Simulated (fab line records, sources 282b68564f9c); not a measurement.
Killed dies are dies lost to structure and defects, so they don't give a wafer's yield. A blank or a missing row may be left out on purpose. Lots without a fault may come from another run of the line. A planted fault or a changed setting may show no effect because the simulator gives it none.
fab line records | flow rit_cmos
record lots=14 wafers=42 last_day=7
route steps=202 shown GATE@95 PSD@152 CONTACT@169 M1@202
lots that met no fault: from a run of the same line without faults
start_h: hours from the record's first day to the start of the lot's first wafer shown | wait_h: hours since the lot's step before | " the same as in the row above | L1.1+2: a row that stands for several wafers | - no value, or no start given | * or withheld: withheld | < > ~ a bound
route shown NAME@n: a module of which the file shows steps, and the number in the route of the first | usual: mean/standard deviation of fault-free wafers | same: alike in all rows | chamber/n: place in a boat | sites: the reading at each site | _std_site: their standard deviation | _edge_site: outer sites' mean less inner sites' | radius_mm: how far each site lies from the wafer's centre | mask NAME#n: copy n | behind: the tool/chamber that last shaped the wafer | hold: why the lot was held/for how many hours/how that ended | device: the transistor (n, p or np) that didn't switch | end of line: the same wafers' tests at the end of the route | a step without rows: its recipe alone | killed: dies lost to structure and defects at the first sort, not the wafer's yield | map: a wafer's dies, x killed, . not, _ none there
set.NAME: the setting as run; set.NAME@STEP: as run at that earlier step | model.NAME: the simulator's own value behind a step, which no gauge read
steps of the route over a sample of lots; a table a step, a row a wafer
services: from which hour (start_h, from the record's first day; less than 0 if before it) a tool's chamber was out of use, for how many hours, and why
## steps
# step RIT_GATE_ETCH_19
# recipe chemistry=SF6/CHF3/O2 time_s=165 SF6_flow_sccm=30 CHF3_flow_sccm=30 O2_flow_sccm=5 target=poly-Si pressure_mtorr=40 rf_w=160 target_depth_a=3125 over_etch_frac=0.25 stop_on=SiO2
# usual drypump_motor_current_A=5.5/0.6 oes_product_au=0.850/0.016 rf_fwd_power_W=159.5/0.47 throttle_valve_pct=10.22/0.18
# same over_etch_frac=0.25 time_s=165
# columns lot.wafer tool chamber start_h wait_h drypump_motor_current_A oes_product_au rf_fwd_power_W rf_hours_counter_h throttle_valve_pct
L487.2 rie_si-01 1 37.71 0.1 6.6 0.867 159.6 22 10.33
L487.4 " 0 " " 5.6 0.861 160.2 33 10.49
L487.5 " 3 " " 5.2 0.862 160.1 - 10.34
L488.1 rie_si-02 2 42.04 0.1 5.0 0.849 159.4 138 10.17
L488.4 " 0 " " 5.9 0.856 159.9 41 10.38
L488.6 " 1 " " 4.9 0.843 159.4 - 10.00
L489.1 rie_si-01 3 53.56 0.1 5.2 0.859 159.0 44 10.35
L489.3 " 2 " " 4.6 0.834 159.6 2 9.95
L489.5 " 1 " " 6.6 0.852 159.0 - 10.32
L490.2 rie_si-02 3 56.54 0.1 5.7 0.809 159.9 96 10.12
L490.3 " 2 " " 5.0 0.833 159.8 139 10.18
L490.6 " 3 " " 5.8 0.812 160.0 - 10.12
L491.4 rie_si-01 1 62.07 0.1 6.6 0.867 159.4 22 10.32
L491.5 " 1 " " 6.6 0.859 160.2 - 10.33
L491.6 " 0 " " 5.6 0.861 159.0 - 10.50
L492.1 rie_si-02 1 64.76 0.1 4.9 0.837 159.4 102 10.01
L492.2 " 2 " " 5.0 0.834 158.8 139 10.16
L492.6 " 3 " " 5.7 0.827 159.4 - 10.13
L493.4 rie_si-01 3 68.99 0.1 5.2 0.863 159.5 - 10.34
L493.5 " 2 " " 4.7 0.844 158.9 - 9.95
L493.6 " 0 " " 5.6 0.866 158.8 - 10.50
L495.2 rie_si-01 3 81.97 0.1 5.2 0.857 159.2 44 10.35
L495.5 " 2 " " 4.6 0.835 159.0 - 9.93
L495.6 " 1 " " 6.6 0.858 184.1 - 10.33
L498.1 rie_si-02 3 95.61 0.1 5.7 0.820 159.5 96 10.14
L498.3 " 2 " " 4.9 0.842 159.4 139 10.17
L498.5 " 3 " " 5.7 0.819 159.2 - 10.13
L499.1 rie_si-01 1 100.14 0.1 6.6 0.874 185.1 23 10.34
L499.5 " 0 " " 5.6 0.872 159.9 - 10.49
L499.6 " 1 " " 6.6 0.867 185.2 - 10.31
L504.2 rie_si-02 3 124.22 0.1 5.8 0.812 159.4 96 10.12
L504.4 " 1 " " 4.9 0.840 159.7 102 10.00
L504.5 " 3 " " 5.7 0.821 159.4 - 10.13
L506.2 rie_si-02 0 136.57 0.1 5.9 0.854 159.2 42 10.37
L506.3 " 1 " " 4.8 0.843 159.5 102 10.00
L506.4 " 2 " " 5.0 0.844 160.0 139 10.18
L508.2 rie_si-02 2 148.03 0.1 5.0 0.851 159.6 139 10.19
L508.5 " 1 " " 4.9 0.855 160.1 - 9.98
L508.6 " 2 " " 5.0 0.846 160.0 - 10.18
L510.2 rie_si-02 2 156.23 0.1 5.0 0.840 159.9 139 10.17
L510.3 " 1 " " 4.9 0.848 159.1 102 9.99
L510.4 " 0 " " 5.9 0.841 159.2 43 10.38
# step RIT_PSD_TW_MEAS_10
# usual PSD_TW=3427/20
# columns lot.wafer tool chamber start_h wait_h PSD_TW
L487.2 film_metro-02 - 50.99 0.1 3463
L487.4 " - " " 3436
L487.5 " - " " 3426
L488.1 film_metro-02 - 55.19 0.1 3428
L488.4 " - " " 3478
L488.6 " - " " 3435
L489.1 film_metro-04 - 65.94 0.1 3456
L489.3 " - " " 3453
L489.5 " - " " 3435
L490.2 film_metro-03 - 69.44 0.1 3414
L490.3 " - " " 3423
L490.6 " - " " 3401
L491.4 film_metro-02 - 77.35 0.1 3445
L491.5 " - " " 3448
L491.6 " - " " 3420
L492.1 film_metro-03 - 77.39 0.1 3382
L492.2 " - " " 3409
L492.6 " - " " 3422
L493.4 film_metro-02 - 81.34 0.1 3441
L493.5 " - " " 3450
L493.6 " - " " 3465
L495.2 film_metro-03 - 95.51 0.1 3397
L495.5 " - " " 3379
L495.6 " - " " 3402
L498.1 film_metro-02 - 111.04 0.1 3424
L498.3 " - " " 3415
L498.5 " - " " 3420
L499.1 film_metro-03 - 113.16 0.1 3427
L499.5 " - " " 3434
L499.6 " - " " 3433
L504.2 film_metro-03 - 137.03 0.1 3412
L504.4 " - " " 3428
L504.5 " - " " 3409
L506.2 film_metro-03 - 148.41 0.1 3391
L506.3 " - " " 3418
L506.4 " - " " 3391
L508.2 film_metro-03 - 161.71 0.1 3426
L508.5 " - " " 3416
L508.6 " - " " 3423
L510.2 film_metro-02 - 168.48 0.1 3438
L510.3 " - " " 3435
L510.4 " - " " 3442
# step RIT_CONTACT_THK_MEAS_01
# recipe reads=SiO2_of_CONTACT_CVD_00
# usual CONTACT_TEOS_THK=399/5.3
# columns lot.wafer tool chamber start_h wait_h CONTACT_TEOS_THK[nm]
L487.2 film_metro-02 - 52.52 0.0 400
L487.4 " - " " 404
L487.5 " - " " 409
L488.1 film_metro-01 - 56.73 0.0 400
L488.4 " - " " 404
L488.6 " - " " 411
L489.1 film_metro-01 - 67.52 0.0 387
L489.3 " - " " 384
L489.5 " - " " 401
L490.2 film_metro-02 - 71.01 0.0 401
L490.3 " - " " 395
L490.6 " - " " 407
L491.4 film_metro-02 - 78.94 0.0 415
L491.5 " - " " 410
L491.6 " - " " 416
L492.1 film_metro-01 - 78.98 0.0 392
L492.2 " - " " 396
L492.6 " - " " 395
L493.4 film_metro-03 - 82.90 0.0 400
L493.5 " - " " 403
L493.6 " - " " 405
L495.2 film_metro-01 - 97.07 0.0 393
L495.5 " - " " 397
L495.6 " - " " 395
L498.1 film_metro-02 - 112.64 0.0 394
L498.3 " - " " 393
L498.5 " - " " 404
L499.1 film_metro-02 - 114.73 0.0 394
L499.5 " - " " 401
L499.6 " - " " 401
L504.2 film_metro-01 - 138.65 0.0 397
L504.4 " - " " 401
L504.5 " - " " 402
L506.2 film_metro-01 - 150.10 0.0 402
L506.3 " - " " 402
L506.4 " - " " 407
L508.2 film_metro-02 - 163.40 0.0 393
L508.5 " - " " 402
L508.6 " - " " 398
L510.2 film_metro-01 - 170.05 0.0 394
L510.3 " - " " 392
L510.4 " - " " 402
# step RIT_CONTACT_ETCH_11
# recipe target_depth_a=4800 over_etch_frac=0.2 stop_on=TiSi2 chemistry=CHF3/CF4/Ar target=SiO2 CHF3_flow_sccm=50 cf4_flow_sccm=10 Ar_flow_sccm=100 O2_flow_sccm=5 pressure_mtorr=100 rf_w=200 time_s=320
# usual drypump_motor_current_A=5.8/0.33 oes_product_au=0.993/0.018 rf_fwd_power_W=199.6/0.64 throttle_valve_pct=8.86/0.18
# same over_etch_frac=0.2 time_s=320
# columns lot.wafer tool chamber start_h wait_h drypump_motor_current_A oes_product_au rf_fwd_power_W rf_hours_counter_h throttle_valve_pct
L487.2 rie_diel-01 0 53.96 0.1 5.7 0.967 199.8 39 9.13
L487.4 " 0 " " 5.7 0.976 199.4 - 9.12
L487.5 " 1 " " 5.5 1.003 199.0 - 8.91
L488.1 rie_diel-03 2 58.06 0.1 6.3 1.006 199.9 1 8.71
L488.4 " 0 " " 5.3 1.012 199.0 - 8.71
L488.6 " 1 " " 5.7 1.020 200.4 - 8.71
L489.1 rie_diel-03 3 69.08 0.1 5.9 1.008 200.0 82 8.68
L489.3 " 2 " " 6.3 1.000 198.3 1 8.73
L489.5 " 0 " " 5.3 0.994 198.1 - 8.73
L490.2 rie_diel-02 2 72.45 0.1 5.7 0.980 199.7 63 8.80
L490.3 " 1 " " 6.0 0.988 200.6 21 8.58
L490.6 " 1 " " 6.0 0.988 200.0 - 8.59
L491.4 rie_diel-02 2 80.25 0.1 5.7 0.983 199.0 63 8.80
L491.5 " 3 " " 5.8 0.959 199.8 - 9.04
L491.6 " 0 " " 6.2 1.003 199.3 - 8.80
L492.1 rie_diel-03 3 80.49 0.1 5.9 1.013 200.6 83 8.70
L492.2 " 0 " " 5.3 1.003 198.8 127 8.74
L492.6 " 3 " " 5.9 1.012 200.0 - 8.72
L493.4 rie_diel-01 1 84.30 0.1 5.5 0.997 199.4 - 8.93
L493.5 " 0 " " 5.7 0.964 200.3 - 9.14
L493.6 " 3 " " 5.3 0.993 201.2 - 9.16
L495.2 rie_diel-02 0 98.57 0.1 6.2 1.006 199.6 5 8.82
L495.5 " 3 " " 5.7 0.963 199.8 - 9.05
L495.6 " 0 " " 6.2 1.002 200.7 - 8.82
L498.1 rie_diel-03 3 114.09 0.1 5.9 1.007 199.9 83 8.68
L498.3 " 0 " " 5.3 0.995 199.6 128 8.75
L498.5 " 3 " " 5.8 1.009 199.1 - 8.71
L499.1 rie_diel-02 1 116.18 0.1 6.0 0.985 200.5 22 8.58
L499.5 " 0 " " 6.2 1.001 200.8 - 8.81
L499.6 " 1 " " 6.1 0.981 200.5 - 8.58
L504.2 rie_diel-02 3 140.09 0.1 5.8 0.953 198.8 96 9.04
L504.4 " 2 " " 5.7 0.987 200.0 64 8.80
L504.5 " 3 " " 5.7 0.964 198.4 - 9.03
L506.2 rie_diel-01 1 151.54 0.1 5.5 0.998 199.8 48 8.90
L506.3 " 2 " " 6.1 1.006 198.4 143 8.84
L506.4 " 3 " " 5.3 1.000 199.2 23 9.15
L508.2 rie_diel-01 1 164.72 0.1 5.5 1.005 199.6 48 8.92
L508.5 " 0 " " 5.7 0.970 198.6 - 9.15
L508.6 " 3 " " 5.3 0.991 200.7 - 9.16
L510.2 rie_diel-01 2 171.37 0.1 6.1 1.008 199.6 143 8.83
L510.3 " 3 " " 5.3 0.998 199.1 24 9.16
L510.4 " 0 " " 5.7 0.963 199.4 42 9.15
# step RIT_M1_PROBE_99
# usual killed_at_contacts=0.0/0.22 killed_at_front_end=7/3.1 killed_dies=7/3.1 killed_open=3.5/2 killed_short=3.3/2
# same gross_dies=264 killed_at_M0_to_M3=0 killed_at_M4_up=0 killed_at_back_side=0 killed_at_other=0
# columns lot.wafer tool chamber start_h wait_h killed_at_contacts killed_at_front_end killed_dies killed_open killed_short
L487.2 prober-02 - 60.72 0.1 0 14 14 9 5
L487.4 prober-02 - 60.82 0.2 0 5 5 2 3
L487.5 prober-02 - 60.87 0.2 0 6 6 4 2
L488.1 prober-01 - 63.36 0.1 0 9 9 4 5
L488.4 prober-01 - 63.51 0.2 0 5 5 3 2
L488.6 prober-01 - 63.61 0.2 0 8 8 6 2
L489.1 prober-02 - 74.34 0.1 0 6 6 2 4
L489.3 prober-02 - 74.44 0.2 0 5 5 2 3
L489.5 prober-02 - 74.54 0.2 0 5 5 3 2
L490.2 prober-01 - 77.62 0.1 0 5 5 4 1
L490.3 prober-01 - 77.67 0.2 0 3 3 2 1
L490.6 prober-01 - 77.82 0.2 0 8 8 4 4
L491.4 prober-02 - 85.40 0.2 0 5 5 3 2
L491.5 prober-02 - 85.45 0.2 0 5 5 5 0
L491.6 prober-02 - 85.50 0.2 0 2 2 2 0
L492.1 prober-01 - 86.39 0.1 1 4 5 2 3
L492.2 prober-01 - 86.44 0.1 1 7 8 4 4
L492.6 prober-01 - 86.64 0.2 1 0 1 1 0
L493.4 prober-02 - 89.36 0.2 0 8 8 2 6
L493.5 prober-02 - 89.41 0.2 0 6 6 1 5
L493.6 prober-02 - 89.46 0.2 0 4 4 1 3
L495.2 prober-02 - 103.47 0.1 0 4 4 3 1
L495.5 prober-02 - 103.62 0.2 0 8 8 4 4
L495.6 prober-02 - 103.67 0.2 0 4 4 2 2
L498.1 prober-01 - 118.94 0.1 0 5 5 1 4
L498.3 prober-01 - 119.04 0.2 0 10 10 3 7
L498.5 prober-01 - 119.14 0.2 0 4 4 2 2
L499.1 prober-02 - 121.16 0.1 0 4 4 1 3
L499.5 prober-02 - 121.36 0.2 0 6 6 2 4
L499.6 prober-02 - 121.41 0.2 0 7 7 3 4
L504.2 prober-01 - 146.04 0.1 0 10 10 7 3
L504.4 prober-01 - 146.14 0.2 0 3 3 2 1
L504.5 prober-01 - 146.19 0.2 0 7 7 3 4
L506.2 prober-01 - 156.64 0.1 0 5 5 2 3
L506.3 prober-01 - 156.69 0.2 0 5 5 1 4
L506.4 prober-01 - 156.74 0.2 0 7 7 3 4
L508.2 prober-01 - 169.82 0.1 0 5 5 1 4
L508.5 prober-01 - 169.97 0.2 0 3 3 1 2
L508.6 prober-01 - 170.02 0.2 0 1 1 0 1
L510.2 prober-01 - 176.27 0.1 0 7 7 2 5
L510.3 prober-01 - 176.32 0.2 0 13 13 9 4
L510.4 prober-01 - 176.37 0.2 0 5 5 3 2
# killed by level:class
L487.2 FOX1:geometric_particle:short=3 FOX1:geometric_particle:open=2 GATE:geometric_particle:open=2 SILICIDE:geometric_particle:open=2 FOX2:geometric_particle:open=1 REOX:geometric_particle:open=1 REOX:geometric_particle:short=1 SPACER:geometric_particle:open=1
L487.4 FOX1:geometric_particle:open=1 GATE:geometric_particle:short=1 REOX:geometric_particle:short=1 SPACER:geometric_particle:open=1 SILICIDE:geometric_particle:short=1
L487.5 FOX2:geometric_particle:open=2 FOX1:geometric_particle:open=1 GATE:geometric_particle:short=1 REOX:geometric_particle:open=1 REOX:geometric_particle:short=1
L488.1 FOX2:geometric_particle:short=2 GATE:geometric_particle:short=2 GATE:geometric_particle:open=2 FOX1:geometric_particle:open=1 SPACER:geometric_particle:short=1 SPACER:geometric_particle:open=1
L488.4 SPACER:geometric_particle:open=2 FOX1:geometric_particle:short=1 GATE:geometric_particle:short=1 GATE:geometric_particle:open=1
L488.6 GATE:geometric_particle:open=3 SPACER:geometric_particle:open=2 FOX2:geometric_particle:open=1 GATE:geometric_particle:short=1 SPACER:geometric_particle:short=1
L489.1 SPACER:geometric_particle:open=2 FOX1:geometric_particle:short=1 FOX2:geometric_particle:short=1 GATE:geometric_particle:short=1 SPACER:geometric_particle:short=1
L489.3 GATE:geometric_particle:short=3 GATE:geometric_particle:open=1 REOX:geometric_particle:open=1
L489.5 GATE:geometric_particle:open=2 REOX:geometric_particle:open=1 REOX:geometric_particle:short=1 SPACER:geometric_particle:short=1
L490.2 GATE:geometric_particle:open=2 FOX1:geometric_particle:open=1 GATE:geometric_particle:short=1 SPACER:geometric_particle:open=1
L490.3 FOX2:geometric_particle:open=1 GATE:geometric_particle:open=1 GATE:geometric_particle:short=1
L490.6 FOX1:geometric_particle:short=1 FOX1:geometric_particle:open=1 FOX2:geometric_particle:short=1 FOX2:geometric_particle:open=1 GATE:geometric_particle:short=1 REOX:geometric_particle:open=1 SILICIDE:geometric_particle:short=1 SILICIDE:geometric_particle:open=1
L491.4 FOX1:geometric_particle:short=1 FOX1:geometric_particle:open=1 GATE:geometric_particle:open=1 REOX:geometric_particle:short=1 SILICIDE:geometric_particle:open=1
L491.5 GATE:geometric_particle:open=2 SPACER:geometric_particle:open=2 FOX1:geometric_particle:open=1
L491.6 GATE:geometric_particle:open=2
L492.1 FOX1:geometric_particle:short=1 GATE:geometric_particle:open=1 GATE:geometric_particle:short=1 REOX:geometric_particle:open=1 CONTACT:geometric_particle:short=1
L492.2 GATE:geometric_particle:open=2 GATE:geometric_particle:short=2 FOX2:geometric_particle:open=1 FOX2:geometric_particle:short=1 REOX:geometric_particle:short=1 CONTACT:geometric_particle:open=1
L492.6 CONTACT:geometric_particle:open=1
L493.4 REOX:geometric_particle:short=4 FOX2:geometric_particle:short=1 GATE:geometric_particle:open=1 REOX:geometric_particle:open=1 SPACER:geometric_particle:short=1
L493.5 GATE:geometric_particle:short=2 SPACER:geometric_particle:short=2 FOX1:geometric_particle:short=1 FOX1:geometric_particle:open=1
L493.6 SPACER:geometric_particle:short=2 FOX2:geometric_particle:short=1 SPACER:geometric_particle:open=1
L495.2 GATE:geometric_particle:open=1 REOX:geometric_particle:short=1 REOX:geometric_particle:open=1 SPACER:geometric_particle:open=1
L495.5 GATE:geometric_particle:short=2 GATE:geometric_particle:open=2 FOX2:geometric_particle:short=1 REOX:geometric_particle:short=1 REOX:geometric_particle:open=1 SILICIDE:geometric_particle:open=1
L495.6 FOX1:geometric_particle:short=1 GATE:geometric_particle:open=1 SPACER:geometric_particle:open=1 SPACER:geometric_particle:short=1
L498.1 REOX:geometric_particle:short=2 GATE:geometric_particle:short=1 SPACER:geometric_particle:short=1 SILICIDE:geometric_particle:open=1
L498.3 GATE:geometric_particle:short=4 GATE:geometric_particle:open=2 REOX:geometric_particle:short=2 FOX1:geometric_particle:open=1 SILICIDE:geometric_particle:short=1
L498.5 FOX1:geometric_particle:short=1 FOX2:geometric_particle:open=1 GATE:geometric_particle:short=1 GATE:geometric_particle:open=1
L499.1 FOX2:geometric_particle:short=1 GATE:geometric_particle:open=1 GATE:geometric_particle:short=1 SPACER:geometric_particle:short=1
L499.5 GATE:geometric_particle:short=2 FOX1:geometric_particle:short=1 FOX2:geometric_particle:open=1 REOX:geometric_particle:short=1 SPACER:geometric_particle:open=1
L499.6 FOX2:geometric_particle:short=2 GATE:geometric_particle:open=2 GATE:geometric_particle:short=2 SPACER:geometric_particle:open=1
L504.2 GATE:geometric_particle:open=4 GATE:geometric_particle:short=2 FOX2:geometric_particle:open=1 REOX:geometric_particle:open=1 SPACER:geometric_particle:open=1 SILICIDE:geometric_particle:short=1
L504.4 GATE:geometric_particle:open=2 GATE:geometric_particle:short=1
L504.5 FOX1:geometric_particle:short=2 GATE:geometric_particle:open=2 GATE:geometric_particle:short=2 REOX:geometric_particle:open=1
L506.2 GATE:geometric_particle:open=2 ACTIVE:geometric_particle:short=1 REOX:geometric_particle:short=1 SPACER:geometric_particle:short=1
L506.3 GATE:geometric_particle:short=2 REOX:geometric_particle:short=1 SILICIDE:geometric_particle:short=1 SILICIDE:geometric_particle:open=1
L506.4 GATE:geometric_particle:open=3 SILICIDE:geometric_particle:short=2 FOX2:geometric_particle:short=1 REOX:geometric_particle:short=1
L508.2 GATE:geometric_particle:short=3 GATE:geometric_particle:open=1 SPACER:geometric_particle:short=1
L508.5 GATE:geometric_particle:short=1 SPACER:geometric_particle:short=1 SPACER:geometric_particle:open=1
L508.6 FOX1:geometric_particle:short=1
L510.2 FOX1:geometric_particle:short=4 GATE:geometric_particle:short=1 REOX:geometric_particle:open=1 SPACER:geometric_particle:open=1
L510.3 GATE:geometric_particle:open=5 GATE:geometric_particle:short=3 REOX:geometric_particle:open=2 FOX1:geometric_particle:open=1 FOX1:geometric_particle:short=1 SPACER:geometric_particle:open=1
L510.4 FOX1:geometric_particle:short=2 GATE:geometric_particle:open=2 SPACER:geometric_particle:open=1
## services
# columns tool chamber start_h hours kind
rie_diel-03 3 47.04 21.2 repair
rie_diel-01 - 54.27 2.8 pm
rie_diel-01 1 57.85 2.4 repair
rie_diel-03 1 65.27 17.5 repair
rie_si-01 1 68.54 6.2 repair
rie_si-02 3 78.18 1.3 repair
rie_diel-01 2 78.85 6.7 repair
rie_diel-03 - 85.17 14.6 pm
rie_diel-01 2 117.91 7.0 repair
rie_diel-03 3 120.34 23.2 repair
rie_diel-01 - 129.66 14.6 pm
rie_diel-03 0 139.10 2.5 repair
rie_diel-03 2 143.09 24.3 repair
rie_si-02 2 161.93 - clean
## key
first_sign step=RIT_GATE_ETCH_19 reading=rf_fwd_power_W direction=up sigmas=54 usual=159.5 struck=184.8
effect none on later readings
met_at RIT_GATE_ETCH_19
struck_lots L495,L499
struck_wafers L495.6,L499.1,L499.6
tester_left_out L495,L499
not_acting_at RIT_PSD_TW_MEAS_10,RIT_CONTACT_THK_MEAS_01,RIT_CONTACT_ETCH_11
onset_between 62.07 81.97
fault kind=process_parameter_drift tool=rie_si-01 chamber=1 onset_h=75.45 steps=RIT_GATE_ETCH_19 channel=rf_w offset=25.6 shape=step end_h=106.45 stated=160
# tester_left_out: of these lots the tester's yield and bins aren't shown, on N5 and GAA mostly nor the transistor test; their killed dies are dies lost to structure and defects alone, not to doping, threshold or leakage, so they don't give the yield
